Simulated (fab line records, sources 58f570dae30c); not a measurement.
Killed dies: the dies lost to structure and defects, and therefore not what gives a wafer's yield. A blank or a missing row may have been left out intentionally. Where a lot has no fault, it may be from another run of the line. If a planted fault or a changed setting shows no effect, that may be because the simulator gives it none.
Which of the tools did it? | flow berkeley-cmos170 | 14 lots (42 wafers sampled), 1 step of a 331-step route

== WHAT EACH GAUGE READ, for each wafer ==
UCB170_WELLDRIVE_THK_MEAS_02. Usual: WELLDRIVE_OXIDE_THK 198 nm, standard deviation 3.6.
lot  | measured    | on            | WELLDRIVE_OXIDE_THK (nm) | flag
L709 | day 3 18:55 | film-metro-03 | 201 198 200              |
L712 | day 4 05:45 | film-metro-03 | 198 195 199              |
L713 | day 4 05:45 | film-metro-04 | 198 198 196              |
L714 | day 4 18:52 | film-metro-01 | 203 205 205              |
L715 | day 5 00:01 | film-metro-01 | 198 197 202              |
L717 | day 5 06:43 | film-metro-01 | 194 194 194              |
L716 | day 5 06:44 | film-metro-04 | 192 195 190              |
L718 | day 5 14:53 | film-metro-04 | 205 200 202              |
L719 | day 5 22:34 | film-metro-01 | 201 202 202              |
L726 | day 7 08:59 | film-metro-03 | 200 199 197              |
L727 | day 7 18:15 | film-metro-04 | 198 195 195              |
L729 | day 8 05:29 | film-metro-03 | 193 199 197              |
L730 | day 8 10:27 | film-metro-03 | 193 195 193              |
L731 | day 8 19:41 | film-metro-04 | 197 194 197              |

== WHAT TOOL EACH LOT RAN ON (gives the tool, then ch and the chambers of the sampled wafers, and finally the start) ==
Record: no process step prior to these readings.

== AS READ BY THE TOOLS THEMSELVES (means over the sampled wafers that have a number; for cases with no such wafer, the mark the record gives instead) ==
The record holds no such reading with a usual standard deviation.

== THE ANSWER, worked out from the rows above alone ==
Rule: a lot counts as off when the mean over its wafers that have a number is more than 3 standard deviations away from the usual mean. Also off: a lot with no number at a reading for which 4 or more lots have one. Any other lot the step has rows for is counted as sound. First the gauges in route order, then the tools' own readings, where a lot's mean is used as printed above. At the first step where some lot is off, the reading lying furthest off is the one used; lots without a number count as furthest.
None of the lots is off at any reading shown; this tells nothing.

== WHAT HAD BEEN PUT IN BY THE SIMULATOR ==
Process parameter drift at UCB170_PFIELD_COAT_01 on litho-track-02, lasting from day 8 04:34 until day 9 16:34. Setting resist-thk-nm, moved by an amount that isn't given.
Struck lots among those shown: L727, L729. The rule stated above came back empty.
